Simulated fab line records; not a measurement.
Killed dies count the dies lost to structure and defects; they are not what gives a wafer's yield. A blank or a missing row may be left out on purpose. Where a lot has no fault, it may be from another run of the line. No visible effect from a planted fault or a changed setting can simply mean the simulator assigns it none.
fab line records + flow berkeley-cmos170
[record]
- lots = 14
- wafers = 42
- last-day = 11
route steps=331 shown NLDD@169 PSD@182 CONTACT@224 V1@254
lots with no fault: from the same line, run without faults
start-h: the number of hours between the record's first day and the start of the first shown wafer of the lot + wait-h: how many hours have passed since the lot's step before this one + " as in the row above + L1.1+2: several wafers, shown together as one row + - no value, or no start given + * or withheld: withheld + < > ~ a bound
route shown NAME@n: a module of which the file shows steps, and the number in the route of the first + usual: the fault-free wafers' mean and standard deviation + same: alike in all rows + chamber/n: place in a boat + sites: each site's reading + _std_site: standard deviation across them + _edge_site: mean of outer sites minus mean of inner sites + radius-mm: how far each site lies from the wafer's centre + mask NAME#n: copy n + behind: the most recent tool/chamber to have shaped the wafer + hold: cause of the lot's hold/its duration in hours/its outcome + device: names the non-switching transistor (n, p or np) + end of line: the same wafers' tests at the end of the route + where a step has no rows: the recipe by itself + killed: count of dies lost to structure and defects at first sort (not the wafer's yield) + map: dies across one wafer; x = killed, . = not, _ = none there
set.NAME: setting as actually run; set.NAME@STEP: the setting as run at that earlier step + model.NAME: the simulator's own value behind a step, which no gauge read
route steps across a sampled set of lots; one table per step, one row per wafer
services: the hour from which a tool's chamber was out of use, counted from the record's first day as start-h (under 0 if before that day), plus the number of hours and why
[[steps]]
[step UCB170_NLDD_TW_MEAS_11]
[usual]
- NLDD_TW = 2225/13
| lot.wafer | tool          | chamber | start-h | wait-h | NLDD_TW |
|-----------|---------------|---------|---------|--------|---------|
| L284.1    | film-metro-02 | -       | 129.14  | 0.1    | 2232    |
| L284.3    | "             | -       | "       | "      | 2245    |
| L284.6    | "             | -       | "       | "      | 2238    |
| L287.1    | film-metro-02 | -       | 151.47  | 0.2    | 2228    |
| L287.3    | "             | -       | "       | "      | 2250    |
| L287.6    | "             | -       | "       | "      | 2231    |
| L288.1    | film-metro-02 | -       | 151.67  | 0.1    | 2240    |
| L288.4    | "             | -       | "       | "      | 2240    |
| L288.5    | "             | -       | "       | "      | 2234    |
| L289.1    | film-metro-02 | -       | 166.56  | 0.1    | 2240    |
| L289.2    | "             | -       | "       | "      | 2228    |
| L289.3    | "             | -       | "       | "      | 2240    |
| L290.1    | film-metro-01 | -       | 166.76  | 0.1    | 2213    |
| L290.3    | "             | -       | "       | "      | 2208    |
| L290.4    | "             | -       | "       | "      | 2222    |
| L292.4    | film-metro-02 | -       | 179.82  | 0.1    | 2227    |
| L292.5    | "             | -       | "       | "      | 2230    |
| L292.6    | "             | -       | "       | "      | 2226    |
| L295.1    | film-metro-01 | -       | 180.56  | 0.1    | 2215    |
| L295.3    | "             | -       | "       | "      | 2208    |
| L295.4    | "             | -       | "       | "      | 2214    |
| L297.2    | film-metro-02 | -       | 207.51  | 0.1    | 2227    |
| L297.5    | "             | -       | "       | "      | 2228    |
| L297.6    | "             | -       | "       | "      | 2225    |
| L301.1    | film-metro-02 | -       | 213.83  | 0.1    | 2236    |
| L301.3    | "             | -       | "       | "      | 2227    |
| L301.5    | "             | -       | "       | "      | 2236    |
| L299.1    | film-metro-01 | -       | 215.21  | 0.1    | 2213    |
| L299.2    | "             | -       | "       | "      | 2203    |
| L299.5    | "             | -       | "       | "      | 2208    |
| L303.1    | film-metro-01 | -       | 229.52  | 0.1    | 2234    |
| L303.3    | "             | -       | "       | "      | 2238    |
| L303.5    | "             | -       | "       | "      | 2236    |
| L306.2    | film-metro-04 | -       | 231.23  | 0.1    | 2197    |
| L306.3    | "             | -       | "       | "      | 2202    |
| L306.6    | "             | -       | "       | "      | 2216    |
| L304.1    | film-metro-04 | -       | 231.86  | 0.1    | 2208    |
| L304.4    | "             | -       | "       | "      | 2202    |
| L304.5    | "             | -       | "       | "      | 2202    |
| L307.1    | film-metro-01 | -       | 232.02  | 0.1    | 2234    |
| L307.2    | "             | -       | "       | "      | 2234    |
| L307.4    | "             | -       | "       | "      | 2236    |
[step UCB170_PSD_OVL_MEAS_07]
[usual]
- PSD_OVL = -5/4.6
| lot.wafer | tool       | chamber | start-h | wait-h | PSD_OVL[nm] |
|-----------|------------|---------|---------|--------|-------------|
| L284.1    | overlay-02 | -       | 136.03  | 0.1    | -5          |
| L284.3    | "          | -       | "       | "      | -1          |
| L284.6    | "          | -       | "       | "      | -6          |
| L287.1    | overlay-02 | -       | 157.30  | 0.1    | -7          |
| L287.3    | "          | -       | "       | "      | -6          |
| L287.6    | "          | -       | "       | "      | -6          |
| L288.1    | overlay-01 | -       | 157.55  | 0.1    | -13         |
| L288.4    | "          | -       | "       | "      | -7          |
| L288.5    | "          | -       | "       | "      | -10         |
| L289.1    | overlay-01 | -       | 171.89  | 0.1    | -4          |
| L289.2    | "          | -       | "       | "      | -6          |
| L289.3    | "          | -       | "       | "      | -11         |
| L290.1    | overlay-02 | -       | 171.94  | 0.1    | 1           |
| L290.3    | "          | -       | "       | "      | -1          |
| L290.4    | "          | -       | "       | "      | -4          |
| L292.4    | overlay-02 | -       | 184.23  | 0.1    | -5          |
| L292.5    | "          | -       | "       | "      | 1           |
| L292.6    | "          | -       | "       | "      | -15         |
| L295.1    | overlay-02 | -       | 185.07  | 0.1    | 1           |
| L295.3    | "          | -       | "       | "      | -2          |
| L295.4    | "          | -       | "       | "      | 1           |
| L297.2    | overlay-02 | -       | 213.90  | 0.1    | 1           |
| L297.5    | "          | -       | "       | "      | -2          |
| L297.6    | "          | -       | "       | "      | -10         |
| L301.1    | overlay-02 | -       | 218.50  | 0.1    | -11         |
| L301.3    | "          | -       | "       | "      | -2          |
| L301.5    | "          | -       | "       | "      | -10         |
| L299.1    | overlay-02 | -       | 221.64  | 0.1    | -5          |
| L299.2    | "          | -       | "       | "      | -6          |
| L299.5    | "          | -       | "       | "      | -5          |
| L303.1    | overlay-01 | -       | 234.47  | 0.1    | -5          |
| L303.3    | "          | -       | "       | "      | 0           |
| L303.5    | "          | -       | "       | "      | -8          |
| L304.1    | overlay-01 | -       | 236.54  | 0.1    | -13         |
| L304.4    | "          | -       | "       | "      | -11         |
| L304.5    | "          | -       | "       | "      | -10         |
| L306.2    | overlay-02 | -       | 236.66  | 0.1    | -20         |
| L306.3    | "          | -       | "       | "      | -9          |
| L306.6    | "          | -       | "       | "      | -7          |
| L307.1    | overlay-01 | -       | 236.93  | 0.1    | -10         |
| L307.2    | "          | -       | "       | "      | -8          |
| L307.4    | "          | -       | "       | "      | -8          |
[step UCB170_CONTACT_RTA_08]
[recipe]
- temp-c = 900
- time-s = 10
- ambient = N2
[usual]
- anneal-temp-c-max = 903.6/0.64
- chamber-o2-ppm = 2.008/0.024
- lamp-power-pct = 25.3/0.69
- wafer_temp_C_max = 904.6/0.85
| lot.wafer | tool          | chamber | start-h | wait-h | anneal-temp-c-max | chamber-o2-ppm | lamp-power-pct | wafer_temp_C_max |
|-----------|---------------|---------|---------|--------|-------------------|----------------|----------------|------------------|
| L284.1    | rtp-anneal-02 | 0       | 147.29  | 0.0    | 904.8             | 2.001          | 26.1           | 904.4            |
| L284.3    | "             | 0       | "       | "      | 903.6             | 1.954          | 26.2           | 906.2            |
| L284.6    | "             | 0       | "       | "      | 902.5             | 1.999          | 26.1           | 903.9            |
| L287.1    | rtp-anneal-01 | 0       | 167.62  | 0.0    | 903.5             | 1.991          | 24.7           | 904.6            |
| L287.3    | "             | 0       | "       | "      | 903.1             | 2.032          | 24.7           | 904.4            |
| L287.6    | "             | 0       | "       | "      | 903.1             | 2.025          | 24.7           | 905.3            |
| L288.1    | rtp-anneal-02 | -       | 167.80  | 0.0    | -                 | -              | -              | -                |
| L288.4    | "             | -       | "       | "      | -                 | -              | -              | -                |
| L288.5    | "             | -       | "       | "      | -                 | -              | -              | -                |
| L289.1    | rtp-anneal-01 | -       | 178.34  | 0.0    | -                 | -              | -              | -                |
| L289.2    | "             | -       | "       | "      | -                 | -              | -              | -                |
| L289.3    | "             | -       | "       | "      | -                 | -              | -              | -                |
| L290.1    | rtp-anneal-02 | 0       | 178.79  | 0.0    | 903.1             | 2.052          | 26.1           | 904.6            |
| L290.3    | "             | 0       | "       | "      | 903.7             | 2.044          | 26.2           | 903.8            |
| L290.4    | "             | 0       | "       | "      | 902.5             | 2.036          | 26.1           | 905.5            |
| L295.1    | rtp-anneal-02 | 0       | 194.02  | 0.0    | 904.5             | 2.002          | 26.2           | 905.9            |
| L295.3    | "             | 0       | "       | "      | 902.6             | 2.009          | 26.1           | 904.9            |
| L295.4    | "             | 0       | "       | "      | 904.3             | 2.008          | 26.1           | 907.0            |
| L292.4    | rtp-anneal-01 | 0       | 194.28  | 0.0    | 904.6             | 2.027          | 24.7           | 904.5            |
| L292.5    | "             | 0       | "       | "      | 903.7             | 2.037          | 24.7           | 905.6            |
| L292.6    | "             | 0       | "       | "      | 904.8             | 2.011          | 24.7           | 904.0            |
| L297.2    | rtp-anneal-02 | 0       | 223.62  | 0.0    | 903.3             | 2.015          | 26.2           | 906.1            |
| L297.5    | "             | 0       | "       | "      | 903.1             | 2.044          | 26.1           | 904.5            |
| L297.6    | "             | 0       | "       | "      | 904.2             | 2.030          | 26.1           | 904.8            |
| L301.1    | rtp-anneal-01 | 0       | 229.58  | 0.0    | 902.6             | 1.992          | 24.7           | 903.8            |
| L301.3    | "             | 0       | "       | "      | 903.6             | 1.997          | 24.7           | 903.9            |
| L301.5    | "             | 0       | "       | "      | 902.9             | 1.992          | 24.7           | 904.6            |
| L299.1    | rtp-anneal-01 | 0       | 231.44  | 0.0    | 903.5             | 1.994          | 24.7           | 904.8            |
| L299.2    | "             | 0       | "       | "      | 904.8             | 1.992          | 24.7           | 904.6            |
| L299.5    | "             | 0       | "       | "      | 902.7             | 1.994          | 24.7           | 904.3            |
| L303.1    | rtp-anneal-02 | 0       | 246.77  | 0.0    | 903.7             | 1.978          | 26.1           | 903.2            |
| L303.3    | "             | 0       | "       | "      | 903.8             | 2.014          | 26.1           | 903.8            |
| L303.5    | "             | 0       | "       | "      | 904.1             | 1.974          | 26.1           | 902.8            |
| L306.2    | rtp-anneal-01 | 0       | 247.27  | 0.0    | 905.8             | 2.014          | 24.7           | 905.3            |
| L306.3    | "             | 0       | "       | "      | 903.6             | 2.033          | 24.7           | 904.7            |
| L306.6    | "             | 0       | "       | "      | 904.0             | 2.009          | 24.7           | 902.6            |
| L304.1    | rtp-anneal-02 | 0       | 247.58  | 0.0    | 902.8             | 1.985          | 26.1           | 904.4            |
| L304.4    | "             | 0       | "       | "      | 902.8             | 1.988          | 26.1           | 904.8            |
| L304.5    | "             | 0       | "       | "      | 903.6             | 1.977          | 26.1           | 904.7            |
| L307.1    | rtp-anneal-01 | 0       | 247.71  | 0.0    | 903.4             | 2.006          | 24.7           | 903.8            |
| L307.2    | "             | 0       | "       | "      | 903.7             | 2.024          | 24.8           | 905.1            |
| L307.4    | "             | 0       | "       | "      | 903.9             | 2.026          | 24.7           | 904.1            |
[step UCB170_V1_CVD_00]
[recipe]
- material = SiO2
- target-thk-nm = 2000
- temp-c = 390
- precursor = TEOS/O2
- time-s = 250
- rf-w = 550
- pressure-mtorr = 9000
[usual]
- heater-power-w = 301/56
- rf-fwd-power-W = 548.3/1.8
| lot.wafer | tool     | chamber | start-h | wait-h | heater-power-w | rf-fwd-power-W | since-wet-clean-h |
|-----------|----------|---------|---------|--------|----------------|----------------|-------------------|
| L284.1    | pecvd-04 | 2       | 155.96  | 0.0    | 369            | 547.8          | 234               |
| L284.3    | "        | 1       | "       | "      | 295            | 548.6          | 234               |
| L284.6    | "        | 1       | "       | "      | 210            | 548.7          | -                 |
| L287.1    | pecvd-04 | 0       | 175.19  | 0.0    | 317            | 550.5          | 254               |
| L287.3    | "        | 2       | "       | "      | 416            | 548.0          | 254               |
| L287.6    | "        | 2       | "       | "      | 299            | 548.6          | -                 |
| L290.1    | pecvd-01 | 2       | 186.67  | 0.0    | 336            | 548.9          | 37                |
| L290.3    | "        | 0       | "       | "      | 361            | 551.1          | 37                |
| L290.4    | "        | 2       | "       | "      | 244            | 550.0          | -                 |
| L292.4    | pecvd-01 | 2       | 204.50  | 0.1    | 335            | 551.8          | -                 |
| L292.5    | "        | 0       | "       | "      | 293            | 547.6          | -                 |
| L292.6    | "        | 1       | "       | "      | 353            | 549.9          | -                 |
| L295.1    | pecvd-02 | 2       | 204.58  | 0.2    | 318            | 550.0          | 390               |
| L295.3    | "        | 1       | "       | "      | 206            | 547.1          | 390               |
| L295.4    | "        | 1       | "       | "      | 279            | 545.2          | -                 |
| L297.2    | pecvd-04 | 1       | 230.37  | 0.0    | 304            | 546.1          | 309               |
| L297.5    | "        | 0       | "       | "      | 281            | 549.4          | -                 |
| L297.6    | "        | 1       | "       | "      | 205            | 545.8          | -                 |
| L301.1    | pecvd-04 | 1       | 235.95  | 0.0    | 267            | 547.6          | 314               |
| L301.3    | "        | 2       | "       | "      | 399            | 545.6          | 314               |
| L301.5    | "        | 0       | "       | "      | 280            | 547.0          | -                 |
| L299.1    | pecvd-02 | 2       | 238.00  | 0.0    | 262            | 547.8          | 424               |
| L299.2    | "        | 1       | "       | "      | 279            | 545.0          | 424               |
| L299.5    | "        | 1       | "       | "      | 200            | 546.6          | -                 |
| L303.1    | pecvd-01 | 2       | 255.18  | 0.0    | 338            | 547.0          | 106               |
| L303.3    | "        | 0       | "       | "      | 328            | 547.1          | 106               |
| L303.5    | "        | 0       | "       | "      | 406            | 546.6          | -                 |
| L306.2    | pecvd-04 | 0       | 255.18  | 0.0    | 335            | 548.4          | 334               |
| L306.3    | "        | 2       | "       | "      | 334            | 548.8          | 334               |
| L306.6    | "        | 0       | "       | "      | 281            | 548.1          | -                 |
| L304.1    | pecvd-01 | 1       | 255.33  | 0.2    | 345            | 551.2          | 106               |
| L304.4    | "        | 0       | "       | "      | 302            | 544.6          | -                 |
| L304.5    | "        | 1       | "       | "      | 249            | 551.8          | -                 |
| L307.1    | pecvd-04 | 1       | 255.33  | 0.2    | 298            | 547.3          | 334               |
| L307.2    | "        | 2       | "       | "      | 332            | 548.5          | 334               |
| L307.4    | "        | 1       | "       | "      | 212            | 546.8          | -                 |
[[services]]
| tool          | chamber | start-h | hours | kind       |
|---------------|---------|---------|-------|------------|
| pecvd-01      | -       | 135.50  | 14.0  | pm         |
| pecvd-01      | 0       | 135.50  | 14.0  | vent-cycle |
| pecvd-01      | 1       | 135.50  | 14.0  | vent-cycle |
| pecvd-01      | 2       | 135.50  | 14.0  | vent-cycle |
| pecvd-01      | 0       | 149.50  | -     | clean      |
| pecvd-01      | 1       | 149.50  | -     | clean      |
| pecvd-01      | 2       | 149.50  | -     | clean      |
| pecvd-04      | -       | 165.38  | 6.0   | pm         |
| pecvd-01      | 2       | 167.64  | 8.1   | repair     |
| pecvd-04      | 0       | 192.78  | 14.2  | repair     |
| rtp-anneal-02 | -       | 210.76  | 2.5   | repair     |
| pecvd-01      | -       | 230.35  | 0.4   | repair     |
| pecvd-02      | -       | 242.50  | 14.0  | pm         |
| pecvd-02      | 0       | 242.50  | 14.0  | vent-cycle |
| pecvd-02      | 1       | 242.50  | 14.0  | vent-cycle |
| pecvd-02      | 2       | 242.50  | 14.0  | vent-cycle |
[[key]]
[first-sign]
- step = UCB170_CONTACT_RTA_08
- reading = tool-record
- direction = missing
effect none on later readings
met-at UCB170_CONTACT_RTA_08
struck-lots L288,L289
later-rows-left-out L288.1,L288.4,L288.5,L289.1,L289.2,L289.3
sort-left-out L288.1,L288.4,L288.5,L289.1,L289.2,L289.3
tester-left-out L288,L289
not-acting-at UCB170_NLDD_TW_MEAS_11,UCB170_PSD_OVL_MEAS_07,UCB170_V1_CVD_00
onset-between 167.62 167.80
[fault]
- kind = skipped-step-whole
- tool = rtp-anneal-01,rtp-anneal-02
- chamber = -
- onset-h = 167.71
- steps = UCB170_CONTACT_RTA_08
- scope = struck-lots-only
// tester-left-out: of these lots the tester's yield and bins aren't shown, on N5 and GAA mostly nor the transistor test; their killed dies are dies lost to structure and defects alone, not to doping, threshold or leakage, so they don't give the yield
// sort-left-out: the simulated sort isn't trusted on such a fault, so these wafers' sort isn't shown, and their yield isn't known
// later-rows-left-out: the simulator's readings of these wafers behind a module that went badly wrong aren't trusted and aren't shown, but for the sort
